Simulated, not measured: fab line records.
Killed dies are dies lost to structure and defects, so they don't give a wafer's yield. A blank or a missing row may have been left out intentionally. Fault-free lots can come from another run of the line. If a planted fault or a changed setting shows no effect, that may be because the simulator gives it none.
2 desks, one fault	flow berkeley-cmos170	each desk holds nothing but its own numbers, with what lay behind them at the end

== FROM THE METROLOGY DESK ==
Lot by lot, what the gauges showed, no matter which tool ran the lot: averages of those sampled wafers that carry a number. Any lot whose mean is over 4 standard deviations away from the usual mean is out of limits and marked OUT; that distance is given in the brackets.
Columns: A = PWELL_OVL at UCB170_PWELL_OVL_MEAS_13, usual -2 nm; B = PWELL_TW at UCB170_PWELL_TW_MEAS_17, usual 376.6
lot	first seen here	A	B
L567	day 3 07:36	5	377.0
L570	day 4 00:51	1	375.6
L571	day 4 06:44	5	376.9
L573	day 4 22:40	-1	373.3
L583	day 6 17:55	2	377.5
L585	day 7 01:58	-7	376.9
This desk's finding: nothing out of limits on any of the 6 lots.

== AT THE TOOL OWNER'S DESK: wet-bench-04 ==
The tool's own readings at UCB170_PWELL_WET_ETCH_20 (etches SiO2 in BOE, time 22 s): means of the sampled wafers that have a number, for each lot that ran on this tool. Any lot whose mean is over 4 standard deviations away from the usual mean is out of limits and marked OUT; that distance is given in the brackets.
Columns: A = run-length-s at UCB170_PWELL_WET_ETCH_20, usual 49.6 s
lot	first seen here	A
L570	day 4 05:32	49.0
L571	day 4 11:23	33.7 (-7.2) OUT
L573	day 5 03:31	32.3 (-7.9) OUT
This desk finds L571, L573 out of limits, L571 being first, at day 4 11:23 (run-length-s at UCB170_PWELL_WET_ETCH_20). L570 stayed within limits.

== BROUGHT TOGETHER ==
On L571, L573, at day 4 11:23, an alarm was possible from the tool owner's desk.
From the metrology desk's view, nothing was out of limits.
The metrology desk holds a record of L571, L573, inside its limits.
UCB170_PWELL_WET_ETCH_20 was run on wet-bench-04 by each of the lots named.

== WHAT THE SIMULATOR PUT IN ==
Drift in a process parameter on wet-bench-04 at UCB170_PWELL_WET_ETCH_20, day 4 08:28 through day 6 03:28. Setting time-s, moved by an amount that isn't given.
Lots struck among those shown: L571, L573.
Time in hours from fault onset to the first out-of-limits reading at each desk: the tool owner's desk, 3.
